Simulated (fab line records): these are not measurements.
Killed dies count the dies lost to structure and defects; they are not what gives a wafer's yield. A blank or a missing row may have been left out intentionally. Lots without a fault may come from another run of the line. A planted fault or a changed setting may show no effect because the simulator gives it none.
Which of the tools did it? :: flow rit_cmos :: Sampling: 14 lots, 42 wafers, 2 of 202 route steps

WHAT THE GAUGES SHOWED, per wafer
RIT_SPACER_THK_MEAS_04. Usual: SPACER_NITRIDE_THK gives 250.4 nm (standard deviation 2.4).
lot: L289
measured: day 3 04:21
on: film_metro-01
SPACER_NITRIDE_THK (nm): 253.7 252.3 254.7
flag: 

lot: L290
measured: day 3 07:23
on: film_metro-01
SPACER_NITRIDE_THK (nm): 254.2 252.1 253.5
flag: 

lot: L291
measured: day 3 10:13
on: film_metro-03
SPACER_NITRIDE_THK (nm): 246.3 246.1 247.5
flag: 

lot: L292
measured: day 3 18:17
on: film_metro-01
SPACER_NITRIDE_THK (nm): 253.5 250.7 250.9
flag: 

lot: L293
measured: day 3 20:43
on: film_metro-02
SPACER_NITRIDE_THK (nm): 248.3 248.8 247.6
flag: 

lot: L296
measured: day 4 11:34
on: film_metro-01
SPACER_NITRIDE_THK (nm): 252.3 252.4 250.4
flag: 

lot: L297
measured: day 4 21:28
on: film_metro-01
SPACER_NITRIDE_THK (nm): 253.7 247.9 252.8
flag: 

lot: L299
measured: day 5 05:38
on: film_metro-03
SPACER_NITRIDE_THK (nm): 192.5 192.2 193.2
flag: OFF

lot: L304
measured: day 6 06:05
on: film_metro-02
SPACER_NITRIDE_THK (nm): 190.6 191.2 189.9
flag: OFF

lot: L306
measured: day 6 17:08
on: film_metro-02
SPACER_NITRIDE_THK (nm): 251.7 249.8 248.9
flag: 

lot: L307
measured: day 6 21:07
on: film_metro-03
SPACER_NITRIDE_THK (nm): 250.0 249.3 250.8
flag: 

lot: L309
measured: day 7 09:19
on: film_metro-02
SPACER_NITRIDE_THK (nm): 249.7 250.6 249.9
flag: 

lot: L310
measured: day 7 14:35
on: film_metro-01
SPACER_NITRIDE_THK (nm): 246.9 248.2 247.5
flag: 

lot: L312
measured: day 7 23:55
on: film_metro-01
SPACER_NITRIDE_THK (nm): 250.9 252.4 251.6
flag: 

EACH LOT AND THE TOOL THAT RAN IT (in order: tool; ch and the chambers of the sampled wafers; start)
lot: L289
RIT_SPACER_CVD_03: lpcvd-01 ch 1, day 3 02:26

lot: L290
RIT_SPACER_CVD_03: lpcvd-01 ch 1, day 3 05:28

lot: L291
RIT_SPACER_CVD_03: lpcvd-02 ch 1, day 3 08:17

lot: L292
RIT_SPACER_CVD_03: lpcvd-02 ch 1, day 3 16:22

lot: L293
RIT_SPACER_CVD_03: lpcvd-01 ch 0, day 3 18:47

lot: L296
RIT_SPACER_CVD_03: lpcvd-02 ch 0, day 4 09:38

lot: L297
RIT_SPACER_CVD_03: lpcvd-01 ch 1, day 4 18:35

lot: L299
RIT_SPACER_CVD_03: lpcvd-02 ch 0, day 5 03:41

lot: L304
RIT_SPACER_CVD_03: lpcvd-02 ch 0, day 6 04:09

lot: L306
RIT_SPACER_CVD_03: lpcvd-01 ch 1, day 6 15:13

lot: L307
RIT_SPACER_CVD_03: lpcvd-01 ch 1, day 6 19:13

lot: L309
RIT_SPACER_CVD_03: lpcvd-01 ch 1, day 7 07:24

lot: L310
RIT_SPACER_CVD_03: lpcvd-02 ch 1, day 7 11:43

lot: L312
RIT_SPACER_CVD_03: lpcvd-01 ch 1, day 7 21:02
- RIT_SPACER_CVD_03: deposits Si3N4 from SiH2Cl2/NH3, target thk 250 nm, time 3300 s.

WHAT THE TOOLS THEMSELVES READ (means of the sampled wafers that have a number; where no wafer has one, the mark that the record gives instead)
RIT_SPACER_CVD_03. Usual: spike_tc_centre_C 811.7 C, standard deviation 1.2; zone_power_centre_pct 36 %, standard deviation 5.8.
lot: L289
tool: lpcvd-01
spike_tc_centre_C (C): 811.3
zone_power_centre_pct (%): 28
flag: 

lot: L290
tool: lpcvd-01
spike_tc_centre_C (C): 811.4
zone_power_centre_pct (%): 28
flag: 

lot: L291
tool: lpcvd-02
spike_tc_centre_C (C): 811.3
zone_power_centre_pct (%): 40
flag: 

lot: L292
tool: lpcvd-02
spike_tc_centre_C (C): 810.4
zone_power_centre_pct (%): 40
flag: 

lot: L293
tool: lpcvd-01
spike_tc_centre_C (C): 811.7
zone_power_centre_pct (%): 40
flag: 

lot: L296
tool: lpcvd-02
spike_tc_centre_C (C): 812.4
zone_power_centre_pct (%): 40
flag: 

lot: L297
tool: lpcvd-01
spike_tc_centre_C (C): 812.2
zone_power_centre_pct (%): 28
flag: 

lot: L299
tool: lpcvd-02
spike_tc_centre_C (C): 813.0
zone_power_centre_pct (%): 40
flag: 

lot: L304
tool: lpcvd-02
spike_tc_centre_C (C): 813.5
zone_power_centre_pct (%): 40
flag: 

lot: L306
tool: lpcvd-01
spike_tc_centre_C (C): 812.1
zone_power_centre_pct (%): 28
flag: 

lot: L307
tool: lpcvd-01
spike_tc_centre_C (C): 812.1
zone_power_centre_pct (%): 28
flag: 

lot: L309
tool: lpcvd-01
spike_tc_centre_C (C): 811.8
zone_power_centre_pct (%): 28
flag: 

lot: L310
tool: lpcvd-02
spike_tc_centre_C (C): 811.1
zone_power_centre_pct (%): 40
flag: 

lot: L312
tool: lpcvd-01
spike_tc_centre_C (C): 811.8
zone_power_centre_pct (%): 28
flag: 

THE ANSWER, worked out from the rows above alone
Rule: a lot is off if the mean of its wafers that have a number lies more than 3 standard deviations from the usual mean. Also off: a lot with no number at a reading for which 4 or more lots have one. Any other lot the step has rows for is counted as sound. Order of review: gauges by route order, followed by the tools' own readings, for which a lot's mean as printed above is used. At the first step where some lot is off, the reading lying furthest off is the one used; lots without a number count as furthest.
Off: L299, L304, at RIT_SPACER_THK_MEAS_04 (SPACER_NITRIDE_THK).
A tool fits if, at a process step before that reading, it ran every lot that is off, and no sound lot after the first of them. Gauges at RIT_SPACER_THK_MEAS_04: tried the same way as those tools. Of those tried, none fits.

WHAT THE SIMULATOR HAD INSERTED
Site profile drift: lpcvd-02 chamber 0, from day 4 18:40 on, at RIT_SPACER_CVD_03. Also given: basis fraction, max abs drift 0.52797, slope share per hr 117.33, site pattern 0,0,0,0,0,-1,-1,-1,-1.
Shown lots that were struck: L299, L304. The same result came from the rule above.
